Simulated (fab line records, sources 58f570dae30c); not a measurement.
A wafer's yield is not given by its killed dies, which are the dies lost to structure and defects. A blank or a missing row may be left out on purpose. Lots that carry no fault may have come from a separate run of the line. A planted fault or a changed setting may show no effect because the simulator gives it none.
The tool behind it: which one? || flow berkeley-cmos170 || 7 lots, 21 wafers sampled, at 1 step of a route of 331

## WHAT THE GAUGES SHOWED, per wafer
UCB170_V1_CD_MEAS_12: the cd target is 700 nm.
{"lot": "L474", "measured": "day 8 12:01", "on": "cd-sem-01", "cd-nm (nm)": "697.3 697.5 696.7"}
{"lot": "L476", "measured": "day 8 19:17", "on": "cd-sem-02", "cd-nm (nm)": "699.7 700.7 700.1"}
{"lot": "L477", "measured": "day 8 22:01", "on": "cd-sem-01", "cd-nm (nm)": "700.5 700.2 700.3"}
{"lot": "L480", "measured": "day 9 17:37", "on": "cd-sem-01", "cd-nm (nm)": "698.5 697.6 698.7"}
{"lot": "L491", "measured": "day 12 02:38", "on": "cd-sem-01", "cd-nm (nm)": "698.2 699.9 699.5"}
{"lot": "L494", "measured": "day 12 20:01", "on": "cd-sem-02", "cd-nm (nm)": "698.5 698.9 696.5"}
{"lot": "L496", "measured": "day 13 03:42", "on": "cd-sem-02", "cd-nm (nm)": "699.7 698.7 699.9"}

## TOOL THAT RAN EACH LOT (tool first, then ch and the chambers of the sampled wafers, then the start)
No process step before these readings appears in the record.

## THE ANSWER, worked out from the rows above alone
Rule: usual is defined by the lots themselves. The widest of any qualifying gaps counts: lots, ordered by their means at a reading, are off when they make up no more than a third of the lots, leave a main group of 4 or more, and stand apart from it by 3 or more times the standard deviation of that group's means. The tables above print the reading to a certain number of digits; a main group whose means all agree to those digits is not used. Also off: a lot with no number at a reading for which 4 or more lots have one. Any other lot the step has rows for is counted as sound.
No lot is off at any reading shown: from this, nothing can be told.

## WHAT THE SIMULATOR HAD PUT IN
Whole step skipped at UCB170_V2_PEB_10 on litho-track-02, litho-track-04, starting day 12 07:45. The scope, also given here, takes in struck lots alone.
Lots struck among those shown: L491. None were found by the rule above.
